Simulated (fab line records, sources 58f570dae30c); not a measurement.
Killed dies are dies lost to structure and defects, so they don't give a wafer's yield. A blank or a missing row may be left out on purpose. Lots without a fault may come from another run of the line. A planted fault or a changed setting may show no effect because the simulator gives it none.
Which tool did it? | flow berkeley_cmos170 | 7 lots, 21 wafers sampled, at 1 step of a route of 331

WHAT THE GAUGES READ, wafer by wafer
UCB170_M1_CD_MEAS_09: target cd 700 nm.
lot  | measured     | on        | cd_nm (nm)
L408 | day 7 14:56  | cd_sem-02 | 702.3 701.6 701.9
L410 | day 8 10:43  | cd_sem-02 | 703.3 701.9 699.9
L415 | day 8 21:21  | cd_sem-01 | 701.3 700.1 701.4
L421 | day 9 23:02  | cd_sem-01 | 700.0 699.0 699.1
L423 | day 10 06:15 | cd_sem-01 | 702.0 702.8 701.6
L426 | day 11 03:32 | cd_sem-02 | 700.4 699.2 702.4
L428 | day 11 09:59 | cd_sem-02 | 701.0 700.4 699.4

WHICH TOOL RAN EACH LOT (tool, then ch and the chambers of the sampled wafers, then the start)
The record holds no process step before these readings.

THE ANSWER, worked out from the rows above alone
Rule: what is usual is taken from the lots themselves. Put in order of their means at a reading, lots are off if they are a third of the lots or fewer, leave a main group of 4 or more, and stand apart from it by a gap of 3 or more times the standard deviation of the main group's means; of several such gaps the widest counts. A main group whose means are all the same, to the digits that the tables above print for the reading, isn't used. A lot without any number at a reading at which 4 lots or more have one is off too. The other lots that the step has rows for count as sound.
No lot is off at any reading shown: from this, nothing can be told.

WHAT THE SIMULATOR HAD PUT IN
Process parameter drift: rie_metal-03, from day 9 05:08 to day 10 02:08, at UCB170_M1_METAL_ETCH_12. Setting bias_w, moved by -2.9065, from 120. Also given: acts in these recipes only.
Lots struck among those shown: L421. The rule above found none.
